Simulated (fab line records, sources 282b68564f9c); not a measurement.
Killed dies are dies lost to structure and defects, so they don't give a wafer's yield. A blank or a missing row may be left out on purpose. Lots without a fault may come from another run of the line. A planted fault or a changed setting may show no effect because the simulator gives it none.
Tool commonality check | flow rit_cmos | 15 lots, 45 wafers sampled

WHY IT WAS OPENED
At RIT_NWELL_TW_MEAS_10 the reading NWELL_TW is flagged on 3 of 15 lots. Wafers without a fault read 2136, standard deviation 28.
Rule: a lot is flagged when every wafer of it that has a number lies more than 4 standard deviations from that mean, or none has a number. The other lots count as sound.

lot  | measured    | on            | NWELL_TW, wafer by wafer | flag
L262 | day 1 22:33 | film_metro-04 | 2149 2149 2153           |
L264 | day 2 07:17 | film_metro-04 | 2157 2159 2149           |
L269 | day 3 10:15 | film_metro-01 | 2624 2609 2631           | FLAGGED
L272 | day 4 01:52 | film_metro-01 | 2641 2641 2653           | FLAGGED
L274 | day 4 11:11 | film_metro-02 | 2646 2651 2637           | FLAGGED
L275 | day 4 16:23 | film_metro-04 | 2166 2146 2163           |
L276 | day 4 20:56 | film_metro-04 | 2154 2154 2158           |
L277 | day 5 01:32 | film_metro-04 | 2153 2151 2143           |
L278 | day 5 05:20 | film_metro-01 | 2098 2107 2106           |
L279 | day 5 10:31 | film_metro-02 | 2139 2143 2131           |
L280 | day 5 16:59 | film_metro-04 | 2145 2154 2154           |
L281 | day 5 22:07 | film_metro-01 | 2109 2104 2096           |
L282 | day 6 03:45 | film_metro-01 | 2092 2094 2101           |
L284 | day 6 11:56 | film_metro-04 | 2185 2172 2181           |
L285 | day 6 19:49 | film_metro-04 | 2172 2170 2170           |
The numbers of the flagged lots are 2637 on average: +501 against the usual, or +18 standard deviations.

WHICH TOOL RAN EACH LOT
The record holds 1 process step before the reading, out of a route of 202 steps. In each cell: the tool, then ch and the chambers that the sampled wafers went through, then the start.
lot  | flag    | RIT_NWELL_IMPLANT_08
L262 |         | implanter-04 ch 0, day 1 22:13
L264 |         | implanter-02 ch 0, day 2 06:58
L269 | FLAGGED | implanter-03 ch 0, day 3 09:38
L272 | FLAGGED | implanter-03 ch 0, day 4 01:11
L274 | FLAGGED | implanter-03 ch 0, day 4 10:32
L275 |         | implanter-03 ch 0, day 4 16:05
L276 |         | implanter-04 ch 0, day 4 20:38
L277 |         | implanter-04 ch 0, day 5 01:12
L278 |         | implanter-02 ch 0, day 5 05:02
L279 |         | implanter-04 ch 0, day 5 10:12
L280 |         | implanter-02 ch 0, day 5 16:40
L281 |         | implanter-02 ch 0, day 5 21:47
L282 |         | implanter-04 ch 0, day 6 03:25
L284 |         | implanter-04 ch 0, day 6 11:38
L285 |         | implanter-02 ch 0, day 6 19:32
What these steps do:
- RIT_NWELL_IMPLANT_08
- RIT_NWELL_TW_MEAS_10

FLAGGED OVER TOTAL, TOOL BY TOOL (the gauges that took the reading come last)
step                 | tool          | lots run | flagged | share of the flagged lots | sound lots run after its first flagged lot
RIT_NWELL_IMPLANT_08 | implanter-02  | 5        | 0       | none                      | -
RIT_NWELL_IMPLANT_08 | implanter-03  | 4        | 3       | all                       | 1 (L275)
RIT_NWELL_IMPLANT_08 | implanter-04  | 6        | 0       | none                      | -
RIT_NWELL_TW_MEAS_10 | film_metro-01 | 5        | 2       | some                      | 3 (L278,L281,L282)
RIT_NWELL_TW_MEAS_10 | film_metro-02 | 2        | 1       | some                      | 1 (L279)
RIT_NWELL_TW_MEAS_10 | film_metro-04 | 8        | 0       | none                      | -

WHAT THE TABLE ALLOWS
1 row of the table ran every flagged lot: implanter-03 at RIT_NWELL_IMPLANT_08.
- implanter-03 at RIT_NWELL_IMPLANT_08: 3 of its 4 lots flagged. Sound lots ran on it after the first flagged one (L275), which a lasting fault on the whole tool wouldn't allow.
No row of the table ran every flagged lot and no sound lot after the first.

WHAT THE SIMULATOR HAD PUT IN
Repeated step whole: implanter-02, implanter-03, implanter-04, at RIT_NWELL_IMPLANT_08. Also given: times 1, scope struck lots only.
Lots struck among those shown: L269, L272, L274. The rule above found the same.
